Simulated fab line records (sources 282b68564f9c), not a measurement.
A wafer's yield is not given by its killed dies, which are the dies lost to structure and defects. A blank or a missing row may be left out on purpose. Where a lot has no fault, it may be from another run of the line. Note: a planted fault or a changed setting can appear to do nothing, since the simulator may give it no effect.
A lot that was struck, set against a sound lot / flow rit cmos / 44 steps out of a route of 202
Sound: these wafers, L806.1, L806.4, L806.5. Struck: wafers L800.3, L800.4, L800.5. At the end, the cause is stated.
Each step with rows lists, per side, the tool, then ch with its chambers, then its first start. Under that, the readings that differ: sound wafers / struck wafers / difference of the means / sigmas: that difference in standard deviations of wafers without a fault.
alike: readings whose means differ by less than 2 such deviations, and words and numbers that are the same on both sides. not compared: withheld readings, readings that some wafer has no value for, bounds like >300 that may hide the same value, and numbers for which the record gives no deviation and whose values overlap.
Wherever a step has rows on one side only, a row that says differs or no value, or a row with sigmas, the two part there. When numbers do not overlap yet have no deviation, they are printed without sigmas and do not part them. Lack of a reading on every wafer of one side parts them only where that side has two or more wafers.

first, 1 step without rows for these wafers: RIT_PRETRO_IMPLANT_08.
RIT_PRETRO_STRIP_09: strips in O2, time 180 s.
  sound on plasma asher-02 ch 1, day 4 23:52; struck on plasma asher-02 ch 0,1, day 3 17:47
  alike: drypump motor current A
  not compared: rf hours counter h
RIT_PRETRO_TW_MEAS_10:
  sound on film metro-01, day 5 00:03; struck on film metro-02, day 3 17:55
  alike: PRETRO_TW
then, 5 steps without rows for these wafers: RIT_GATE_WET_ETCH_00 (etches SiO2 in BOE, target depth 56 nm, time 60 s); RIT_GATE_CLEAN_01 (cleans in SC1, time 600 s); RIT_GATE_CLEAN_02 (cleans in dHF, time 30 s); RIT_GATE_CLEAN_03 (cleans in SC2, time 600 s); RIT_GATE_CLEAN_04 (cleans in dHF, time 60 s).
RIT_FOX2_THK_MEAS_91:
  sound on film metro-04, day 5 00:31; struck on film metro-03, day 3 18:24
  alike: FIELD_OXIDE_LEFT_2_THK
then, 2 steps without rows for these wafers: RIT_GATE_OXIDATION_05 (target thk 3 nm, ox time 270 s); RIT_GATE_ANNEAL_06 (time 600 s).
RIT_GATE_THK_MEAS_07:
  sound on film metro-03, day 5 02:18; struck on film metro-04, day 3 20:40
reading=GATE_OXIDE_THK (nm); sound=2.86 2.91 2.81; struck=3.08 3.00 3.06; difference=+0.19; sigmas=+3
RIT_GATE_CVD_08: deposits poly-Si from SiH4, target thk 250 nm, time 2220 s.
  sound on lpcvd-01 ch 1, day 5 02:22; struck on lpcvd-02 ch 1, day 3 20:43
reading=spike tc centre C (C); sound=612.4 612.5 613.7; struck=604.8 603.5 605.5; difference=-8.3; sigmas=-6
reading=spike tc source C (C); sound=632.0 630.6 631.5; struck=622.8 623.7 623.0; difference=-8.2; sigmas=-3
reading=susceptor temp C (C); sound=610.49 610.09 610.53; struck=604.18 604.57 604.21; difference=-6.05; sigmas=-26
reading=model.poly-Si_of_GATE_CVD_08.thk nm (nm); sound=250.3 251.7 249.3; struck=213 212.7 214.9; difference=-37; sigmas=
  alike: zone power source pct
RIT_GATE_THK_MEAS_09:
  sound on film metro-01, day 5 03:59; struck on film metro-03, day 3 22:20
reading=GATE_POLY_THK (nm); sound=250.2 251.5 249.2; struck=213.0 212.9 215.0; difference=-36.7; sigmas=-17
then, 6 steps without rows for these wafers: RIT_GATE_HMDS_10 (prime time 60 s); RIT_GATE_COAT_11 (resist thk 850 nm); RIT_GATE_SOFTBAKE_12 (time 60 s); RIT_GATE_EXPOSE_13 (exposes mask M6, target cd 150 nm); RIT_GATE_PEB_14; RIT_GATE_DEVELOP_15 (develop time 50 s).
RIT_GATE_CD_MEAS_16: the cd target is 150 nm.
  sound on cd sem-02, day 5 05:12; struck on cd sem-01, day 3 23:16
  alike: cd nm
RIT_GATE_OVL_MEAS_17:
  sound on overlay-01, day 5 05:19; struck on overlay-02, day 3 23:22
  alike: GATE_OVL
then, 1 step without rows for these wafers: RIT_GATE_HARDBAKE_18 (time 60 s).
RIT_GATE_ETCH_19: etches poly-Si in SF6/CHF3/O2, stops on SiO2, time 165 s, target depth 312.5 nm.
  sound on rie si-02 ch 0,2,3, day 5 05:31; struck on rie si-02 ch 0,1, day 3 23:32
reading=oes product au (a.u.); sound=0.839 0.853 0.838; struck=0.753 0.763 0.744; difference=-0.090; sigmas=-10
reading=model.etch.depth nm (nm); sound=250.3 251.7 249.3; struck=213 212.7 214.9; difference=-37; sigmas=
reading=model.GATE.feature depth nm (nm); sound=250.3 251.7 249.3; struck=213 212.7 214.9; difference=-37; sigmas=
  alike: O2_flow_sccm, drypump motor current A, throttle valve pct
  not compared: rf hours counter h
RIT_GATE_STRIP_20: strips in O2, time 180 s.
  sound on plasma asher-01 ch 0,1, day 5 05:37; struck on plasma asher-04 ch 0,1, day 3 23:43
reading=drypump motor current A (A); sound=5.5 5.4 5.4; struck=6.1 6.5 6.5; difference=+0.9; sigmas=+3
  not compared: rf hours counter h
RIT_GATE_CD_MEAS_90: the cd target is 150 nm.
  sound on cd sem-02, day 5 05:47; struck on cd sem-01, day 3 23:52
  alike: cd nm
then, 4 steps without rows for these wafers: RIT_REOX_CLEAN_00 (cleans in SC1, time 600 s); RIT_REOX_CLEAN_01 (cleans in dHF, time 30 s); RIT_REOX_CLEAN_02 (cleans in SC2, time 600 s); RIT_REOX_OXIDATION_03 (target thk 25.2 nm, ox time 5580 s).
RIT_REOX_THK_MEAS_04:
  sound on film metro-03, day 5 08:50; struck on film metro-04, day 4 02:53
  alike: REOX_OXIDE_THK
then, 6 steps without rows for these wafers: RIT_NLDD_HMDS_00 (prime time 60 s); RIT_NLDD_COAT_01 (resist thk 1000 nm); RIT_NLDD_SOFTBAKE_02 (time 60 s); RIT_NLDD_EXPOSE_03 (exposes mask M7, target cd 40700 nm); RIT_NLDD_PEB_04; RIT_NLDD_DEVELOP_05 (develop time 50 s).
RIT_NLDD_OVL_MEAS_06:
  sound on overlay-02, day 5 09:44; struck on overlay-01, day 4 04:01
  alike: NLDD_OVL
then, 2 steps without rows for these wafers: RIT_NLDD_HARDBAKE_07 (time 60 s); RIT_NLDD_IMPLANT_08.
RIT_NLDD_STRIP_09: strips in O2, time 180 s.
  sound on plasma asher-02 ch 0, day 5 10:05; struck on plasma asher-04 ch 0,1, day 4 04:24
  alike: drypump motor current A
  not compared: rf hours counter h
RIT_NLDD_TW_MEAS_10:
  sound on film metro-03, day 5 10:15; struck on film metro-03, day 4 04:32
  alike: NLDD_TW
RIT_SDANNEAL_CLEAN_02: cleans in SC2, time 600 s.
  sound on wet bench-02 ch 1, day 5 17:56; struck on wet bench-01 ch 3, day 4 11:50
reading=model.poly-Si_of_GATE_CVD_08.thk nm (nm); sound=163.4 163.4 162.9; struck=126.7 127.4 128.2; difference=-35.8; sigmas=
RIT_M1_PROBE_99:
  sound on prober-01, day 6 01:34; struck on prober-01, day 4 19:46
reading=model.etest.pmos turned.r on ohm um; sound=3433 3388 3435; struck=3064 3128 3004; difference=-353; sigmas=
reading=model.etest.nmos turned.drive ua um; sound=318.2 326.9 324.3; struck=390.1 389.4 396.4; difference=+68.8; sigmas=
reading=model.etest.pmos turned.drive ua um; sound=188.2 190.8 189.5; struck=220.7 219.7 227.4; difference=+33.1; sigmas=
reading=model.etest.ppoly line.rs ohm sq; sound=16.43 16.29 16.45; struck=16.78 16.7 16.87; difference=+0.39; sigmas=
reading=model.etest.nmos_0p15.overlap ff um; sound=0.2399 0.2456 0.2418; struck=0.2605 0.2606 0.2615; difference=+0.0184; sigmas=
  alike: killed at front end, killed dies, killed on rim, killed open, killed short
  not compared: model.etest.nmos_0p15.tox inv nm

WHERE THEY PART
Earliest at RIT_GATE_THK_MEAS_07; latest, in this record, at RIT_GATE_STRIP_20. Later steps at which nothing parts them and some readings are alike: RIT_GATE_CD_MEAS_90, RIT_REOX_THK_MEAS_04, RIT_NLDD_OVL_MEAS_06, RIT_NLDD_STRIP_09, RIT_NLDD_TW_MEAS_10, RIT_M1_PROBE_99.

WHY: what the simulator had put in
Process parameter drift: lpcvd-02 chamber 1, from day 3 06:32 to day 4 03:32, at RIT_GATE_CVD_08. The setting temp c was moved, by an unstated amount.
